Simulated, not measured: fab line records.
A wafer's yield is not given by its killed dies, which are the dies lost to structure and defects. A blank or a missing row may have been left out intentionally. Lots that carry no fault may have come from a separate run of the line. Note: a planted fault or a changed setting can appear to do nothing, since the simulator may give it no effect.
A lot that was struck, set against a sound lot | flow berkeley cmos170 | 13 out of 331 route steps
Sound: wafers L658.1, L658.3, L658.6. The struck wafers were L672.1, L672.2, L672.4. At the end, the cause is stated.
Each step with rows lists, per side, the tool, then ch with its chambers, then its first start. Under that, the readings that differ: sound wafers | struck wafers | difference of the means | sigmas: that difference in standard deviations of wafers without a fault.
alike: same words and numbers on both sides, and readings whose means sit less than 2 such deviations apart. not compared: any withheld reading, any reading some wafer has no value for, any bound like >300 that may hide the same value, and any number with overlapping values for which the record gives no deviation.
The two part at a step that has a row with sigmas, a row that says differs or no value, or rows on one side only. Non-overlapping numbers with no deviation appear without sigmas and do not part them. A reading missing from all wafers of one side parts the sides only when that side holds two or more wafers.

UCB170_START_BOW_MEAS_00:
  sound on film metro-03 at day 1 20:00; struck on film metro-02 at day 4 18:20
  alike: INCOMING_BOW
then, 2 steps without rows for these wafers: UCB170_START_CLEAN_01 (cleans in dHF, time 60 s); UCB170_START_OXIDATION_02 (target thk 20 nm, ox time 1800 s).
UCB170_START_THK_MEAS_03:
  sound on film metro-01 at day 1 22:44; struck on film metro-03 at day 4 23:06
  alike: START_OXIDE_THK
then, 7 steps without rows for these wafers: UCB170_START_ANNEAL_04 (time 1200 s); UCB170_ZERO_HMDS_00 (prime time 60 s); UCB170_ZERO_COAT_01 (resist thk 900 nm); UCB170_ZERO_SOFTBAKE_02 (time 60 s); UCB170_ZERO_EXPOSE_03 (exposes mask PM MARKS, target cd 4000 nm); UCB170_ZERO_PEB_04; UCB170_ZERO_DEVELOP_05 (develop time 45 s).
UCB170_ZERO_ETCH_06: etches SiO2 in CHF3/CF4/Ar, time 12 s.
  sound on rie diel-02 ch 0,3, day 2 02:31; struck on rie diel-03 ch 1,2,3, day 5 01:56
  reading               | sound             | struck            | difference | sigmas
  oes product au (a.u.) | 0.613 0.613 0.607 | 0.751 0.734 0.733 | +0.128     | +15
  alike: drypump motor current A, throttle valve pct
  not compared: rf hours counter h
UCB170_ZERO_STRIP_07: strips in O2.
  sound on plasma asher-04 ch 0,1, day 2 02:32; struck on plasma asher-03 ch 0,1, day 5 01:58
  alike: drypump motor current A, oes product au, strip time to endpoint s
  not compared: rf hours counter h

## WHERE THEY PART
Only at UCB170_ZERO_ETCH_06, within this record. Later steps at which nothing parts them and some readings are alike: UCB170_ZERO_STRIP_07.

WHY: what the simulator had put in
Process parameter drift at UCB170_ZERO_ETCH_06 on rie diel-03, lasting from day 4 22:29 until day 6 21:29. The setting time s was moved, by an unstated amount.
